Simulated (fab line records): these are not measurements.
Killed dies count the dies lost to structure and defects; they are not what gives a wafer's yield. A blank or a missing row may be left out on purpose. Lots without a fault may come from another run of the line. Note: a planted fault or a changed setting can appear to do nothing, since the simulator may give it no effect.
fab line records | flow ritCmos
record: lots: 14 wafers: 42 lastDay: 7
route steps=202 shown REOX@101 M1@202
lots that met no fault: taken from a fault-free run of the same line
startH: start of the lot's first displayed wafer, in hours after the record's first day | waitH: time in hours since the lot's previous step | " as in the row above | L1.1+2: a row that stands for several wafers | - value missing, or start not given | * or withheld: withheld | < > ~ a bound
route shown NAME@n: a module of which the file shows steps, and the number in the route of the first | usual: mean/standard deviation of fault-free wafers | same: alike in all rows | chamber/n: place in a boat | sites: the reading at each site | _std_site: how widely they spread, as a standard deviation | _edge_site: mean of outer sites minus mean of inner sites | radiusMm: how far each site lies from the wafer's centre | mask NAME#n: copy n | behind: the tool/chamber that last shaped the wafer | hold: cause of the lot's hold/its duration in hours/its outcome | device: the n, p or np transistor that did not switch | end of line: the tests these same wafers got at the end of their route | step lacking rows: just its recipe | killed: at the first sort, the dies lost to defects and structure; wafer yield is something else | map: a wafer's dies, x killed, . not, _ none there
set.NAME: setting as actually run; set.NAME@STEP: the setting as run at that earlier step | model.NAME: the simulator's own value behind a step, which no gauge read
one table for each step of the route and one row for each wafer, over a sample of lots
services: from which hour (startH, from the record's first day; less than 0 if before it) a tool's chamber was out of use, for how many hours, and why
== steps ==
step: RIT_REOX_OXIDATION_03
recipe: tempC: 900 ambient: O2 targetThkA: 252 oxTimeS: 5580
usual: spikeTcCentreC: 902.8/1.5 tube_center_temp_C_max: 902.3/0.39
columns lot.wafer tool chamber startH waitH spikeTcCentreC tube_center_temp_C_max
L735.1 furnace-01 0 42.05 0.0 902.9 901.7
L735.3 " 0 " " 902.7 901.9
L735.6 " 0 " " 905.3 902.2
L736.1 furnace-03 0 44.49 0.9 902.1 901.9
L736.3 " 0 " " 901.7 902.5
L736.6 " 0 " " 900.2 901.9
L737.1 furnace-04 0 53.11 0.0 904.3 902.4
L737.5 " 0 " " 903.9 901.8
L737.6 " 0 " " 903.5 902.7
L738.1 furnace-03 0 55.02 0.3 903.5 902.6
L738.3 " 0 " " 902.3 902.4
L738.4 " 0 " " 904.1 902.8
L739.1 furnace-04 0 60.78 1.1 903.1 901.8
L739.4 " 0 " " 903.1 902.1
L739.5 " 0 " " 901.7 902.0
L741.1 furnace-03 0 69.37 0.0 902.2 902.4
L741.5 " 0 " " 901.3 902.1
L741.6 " 0 " " 902.2 902.8
L742.1 furnace-01 0 73.34 0.0 902.0 902.0
L742.4 " 0 " " 901.5 902.9
L742.5 " 0 " " 900.4 902.1
L743.3 furnace-01 0 81.23 1.0 905.2 902.3
L743.4 " 0 " " 902.5 901.4
L743.6 " 0 " " 902.8 901.6
L744.1 furnace-04 0 88.77 0.3 903.7 902.2
L744.2 " 0 " " 905.2 902.4
L744.4 " 0 " " 904.5 902.9
L746.2 furnace-04 0 94.12 1.0 903.4 902.1
L746.3 " 0 " " 903.3 902.0
L746.5 " 0 " " 904.3 903.0
L747.1 furnace-04 0 102.63 0.0 904.1 902.5
L747.4 " 0 " " 904.1 902.2
L747.6 " 0 " " 906.8 902.0
L748.4 furnace-04 0 105.18 0.3 904.3 901.7
L748.5 " 0 " " 905.3 902.2
L748.6 " 0 " " 903.7 902.3
L754.4 furnace-01 0 135.16 0.8 901.5 902.3
L754.5 " 0 " " 902.9 902.6
L754.6 " 0 " " 902.9 902.6
L757.4 furnace-03 0 152.61 1.2 903.0 902.1
L757.5 " 0 " " 901.6 902.1
L757.6 " 0 " " 900.2 902.2
step: RIT_M1_PROBE_99
usual: killed_at_M0_to_M3: 0.0/0.18 killedAtContacts: 0.1/0.32 killedAtFrontEnd: 7/3 killedDies: 7/3.1 killedOnRim: 1.9/1.5 killedOpen: 3.3/1.8 killedShort: 3.6/2
same: grossDies: 264 killed_at_M4_up: 0 killedAtBackSide: 0 killedAtOther: 0
columns lot.wafer tool chamber startH waitH killed_at_M0_to_M3 killedAtContacts killedAtFrontEnd killedDies killedOnRim killedOpen killedShort
L747.1 prober-01 - 121.81 0.1 0 0 88 88 19 2 2
L747.4 prober-01 - 121.96 0.2 0 0 85 85 25 9 5
L747.6 prober-01 - 122.06 0.2 0 0 90 90 29 2 4
L748.4 prober-02 - 125.72 0.2 0 0 90 90 19 3 3
L748.5 prober-02 - 125.77 0.2 0 2 87 89 28 5 5
L748.6 prober-02 - 125.82 0.2 0 0 87 87 26 2 7
killed by level:class
L747.1 REOX:unspecified=84 FOX1:geometricParticle:short=1 FOX1:geometricParticle:open=1 GATE:geometricParticle:short=1 GATE:geometricParticle:open=1
L747.4 REOX:unspecified=71 SILICIDE:geometricParticle:open=5 GATE:geometricParticle:open=2 SILICIDE:geometricParticle:short=2 FOX1:geometricParticle:short=1 REOX:geometricParticle:open=1 REOX:geometricParticle:short=1 SPACER:geometricParticle:open=1
L747.6 REOX:unspecified=84 FOX1:geometricParticle:short=1 FOX2:geometricParticle:open=1 GATE:geometricParticle:short=1 GATE:geometricParticle:open=1 REOX:geometricParticle:short=1 SPACER:geometricParticle:short=1
L748.4 REOX:unspecified=84 FOX1:geometricParticle:open=3 FOX1:geometricParticle:short=2 SILICIDE:geometricParticle:short=1
L748.5 REOX:unspecified=79 SILICIDE:geometricParticle:open=2 CONTACT:geometricParticle:short=2 FOX1:geometricParticle:open=1 FOX1:geometricParticle:short=1 GATE:geometricParticle:open=1 SPACER:geometricParticle:open=1 SPACER:geometricParticle:short=1
L748.6 REOX:unspecified=78 SILICIDE:geometricParticle:short=4 FOX1:geometricParticle:open=1 FOX1:geometricParticle:short=1 FOX2:geometricParticle:short=1 GATE:geometricParticle:open=1 SPACER:geometricParticle:short=1
== services ==
columns tool chamber startH hours kind
furnace-04 - 34.39 2.6 pm
furnace-01 - 59.51 4.3 pm
furnace-03 - 129.58 2.6 pm
== key ==
firstSign: step: RIT_M1_PROBE_99 reading: killedAtFrontEnd direction: up sigmas: 27 usual: 7 struck: 88
effect: step: RIT_M1_PROBE_99 reading: killedDies direction: up sigmas: 26 usual: 7 struck: 88
metAt RIT_REOX_OXIDATION_03
struckLots L747,L748
testerLeftOut L747,L748
onsetBetween 94.12 102.63
fault: kind: chamberParticleSource tool: furnace-04 chamber: - onsetH: 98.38 steps: RIT_REOX_OXIDATION_03 ratePerVisitCm2: 0.65474 endH: 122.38
testerLeftOut: of these lots the tester's yield and bins aren't shown, on N5 and GAA mostly nor the transistor test; their killed dies are dies lost to structure and defects alone, not to doping, threshold or leakage, so they don't give the yield
